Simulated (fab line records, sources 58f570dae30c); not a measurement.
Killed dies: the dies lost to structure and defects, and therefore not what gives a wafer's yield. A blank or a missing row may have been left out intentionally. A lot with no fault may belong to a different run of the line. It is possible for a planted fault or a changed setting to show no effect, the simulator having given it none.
Split-lot study :: flow berkeley-cmos170 :: route with 331 steps; 5 lots, 23 wafers read

## THE SPLIT ITSELF
At UCB170_GATE_OXIDATION_01 (target thk 6.6 nm, ox time 1800 s), the setting ox-time-s was moved away from the recipe's 1800 s on 20 of the 23 wafers read, by -13.2% to +11.8%. This setting was run at the recipe's value on the other wafers.

Split to reading: the file shows no intervening step.

## THE READING
Values of GATE_OXIDE_THK in nm from UCB170_GATE_THK_MEAS_02. A value of 6.59 nm with a standard deviation of 0.14 nm is what fault-free wafers of this fab line usually give.

wafer: L075.2
tool, chamber at the split: -, -
ox-time-s as run, s: 1562
against the recipe: -13.2%
GATE_OXIDE_THK, nm: 6.04
against lot-mates on the recipe: no lot-mate on the recipe

wafer: L075.3
tool, chamber at the split: -, -
ox-time-s as run, s: 1562
against the recipe: -13.2%
GATE_OXIDE_THK, nm: 6.03
against lot-mates on the recipe: no lot-mate on the recipe

wafer: L075.4
tool, chamber at the split: -, -
ox-time-s as run, s: 1562
against the recipe: -13.2%
GATE_OXIDE_THK, nm: 6.04
against lot-mates on the recipe: no lot-mate on the recipe

wafer: L075.5
tool, chamber at the split: -, -
ox-time-s as run, s: 1562
against the recipe: -13.2%
GATE_OXIDE_THK, nm: 6.01
against lot-mates on the recipe: no lot-mate on the recipe

wafer: L075.6
tool, chamber at the split: -, -
ox-time-s as run, s: 1562
against the recipe: -13.2%
GATE_OXIDE_THK, nm: 6.13
against lot-mates on the recipe: no lot-mate on the recipe

wafer: L077.1
tool, chamber at the split: -, -
ox-time-s as run, s: 1876
against the recipe: +4.2%
GATE_OXIDE_THK, nm: 6.97
against lot-mates on the recipe: no lot-mate on the recipe

wafer: L077.2
tool, chamber at the split: -, -
ox-time-s as run, s: 1876
against the recipe: +4.2%
GATE_OXIDE_THK, nm: 6.90
against lot-mates on the recipe: no lot-mate on the recipe

wafer: L077.3
tool, chamber at the split: -, -
ox-time-s as run, s: 1876
against the recipe: +4.2%
GATE_OXIDE_THK, nm: 6.85
against lot-mates on the recipe: no lot-mate on the recipe

wafer: L077.4
tool, chamber at the split: -, -
ox-time-s as run, s: 1876
against the recipe: +4.2%
GATE_OXIDE_THK, nm: 7.07
against lot-mates on the recipe: no lot-mate on the recipe

wafer: L077.6
tool, chamber at the split: -, -
ox-time-s as run, s: 1876
against the recipe: +4.2%
GATE_OXIDE_THK, nm: 7.01
against lot-mates on the recipe: no lot-mate on the recipe

wafer: L078.2
tool, chamber at the split: -, -
ox-time-s as run, s: 1599
against the recipe: -11.2%
GATE_OXIDE_THK, nm: 6.06
against lot-mates on the recipe: no lot-mate on the recipe

wafer: L078.3
tool, chamber at the split: -, -
ox-time-s as run, s: 1599
against the recipe: -11.2%
GATE_OXIDE_THK, nm: 6.18
against lot-mates on the recipe: no lot-mate on the recipe

wafer: L078.4
tool, chamber at the split: -, -
ox-time-s as run, s: 1599
against the recipe: -11.2%
GATE_OXIDE_THK, nm: 6.26
against lot-mates on the recipe: no lot-mate on the recipe

wafer: L078.5
tool, chamber at the split: -, -
ox-time-s as run, s: 1599
against the recipe: -11.2%
GATE_OXIDE_THK, nm: 6.26
against lot-mates on the recipe: no lot-mate on the recipe

wafer: L078.6
tool, chamber at the split: -, -
ox-time-s as run, s: 1599
against the recipe: -11.2%
GATE_OXIDE_THK, nm: 6.11
against lot-mates on the recipe: no lot-mate on the recipe

wafer: L082.3
tool, chamber at the split: furnace-02, 0
ox-time-s as run, s: 1800
against the recipe: recipe
GATE_OXIDE_THK, nm: 6.72
against lot-mates on the recipe: -

wafer: L082.5
tool, chamber at the split: furnace-02, 0
ox-time-s as run, s: 1800
against the recipe: recipe
GATE_OXIDE_THK, nm: 6.66
against lot-mates on the recipe: -

wafer: L082.6
tool, chamber at the split: furnace-02, 0
ox-time-s as run, s: 1800
against the recipe: recipe
GATE_OXIDE_THK, nm: 6.72
against lot-mates on the recipe: -

wafer: L080.1
tool, chamber at the split: -, -
ox-time-s as run, s: 2013
against the recipe: +11.8%
GATE_OXIDE_THK, nm: 7.05
against lot-mates on the recipe: no lot-mate on the recipe

wafer: L080.2
tool, chamber at the split: -, -
ox-time-s as run, s: 2013
against the recipe: +11.8%
GATE_OXIDE_THK, nm: 7.01
against lot-mates on the recipe: no lot-mate on the recipe

wafer: L080.3
tool, chamber at the split: -, -
ox-time-s as run, s: 2013
against the recipe: +11.8%
GATE_OXIDE_THK, nm: 7.07
against lot-mates on the recipe: no lot-mate on the recipe

wafer: L080.4
tool, chamber at the split: -, -
ox-time-s as run, s: 2013
against the recipe: +11.8%
GATE_OXIDE_THK, nm: 7.00
against lot-mates on the recipe: no lot-mate on the recipe

wafer: L080.6
tool, chamber at the split: -, -
ox-time-s as run, s: 2013
against the recipe: +11.8%
GATE_OXIDE_THK, nm: 7.17
against lot-mates on the recipe: no lot-mate on the recipe

FIT RESULTS
A straight line over all 23 wafers: GATE_OXIDE_THK changes by +0.0425 nm for each +1% of ox-time-s; r = +0.97; the points scatter about the line by 0.11 nm.
Too few moved wafers with a lot-mate on the recipe to fit a line net of each lot's own level.

## THE WHOLE CHAIN: every reading that the file lists as answering this split, in the file's order
step: UCB170_GATE_OXIDATION_01
what it does: target thk 6.6 nm, ox time 1800 s
reading: SiO2_of_GATE_OXIDATION_01.thk-nm (the simulator's own value, which no gauge read)
change (the file's fit): +0.0425 nm for each +1% of the setting
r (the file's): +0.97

step: UCB170_GATE_THK_MEAS_02
what it does: 
reading: GATE_OXIDE_THK
change (the file's fit): +0.0425 for each +1% of the setting
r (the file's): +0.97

## THE FILE'S OWN FIT
GATE_OXIDE_THK changes by +0.0425 nm for each +1% of ox-time-s, r = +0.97.
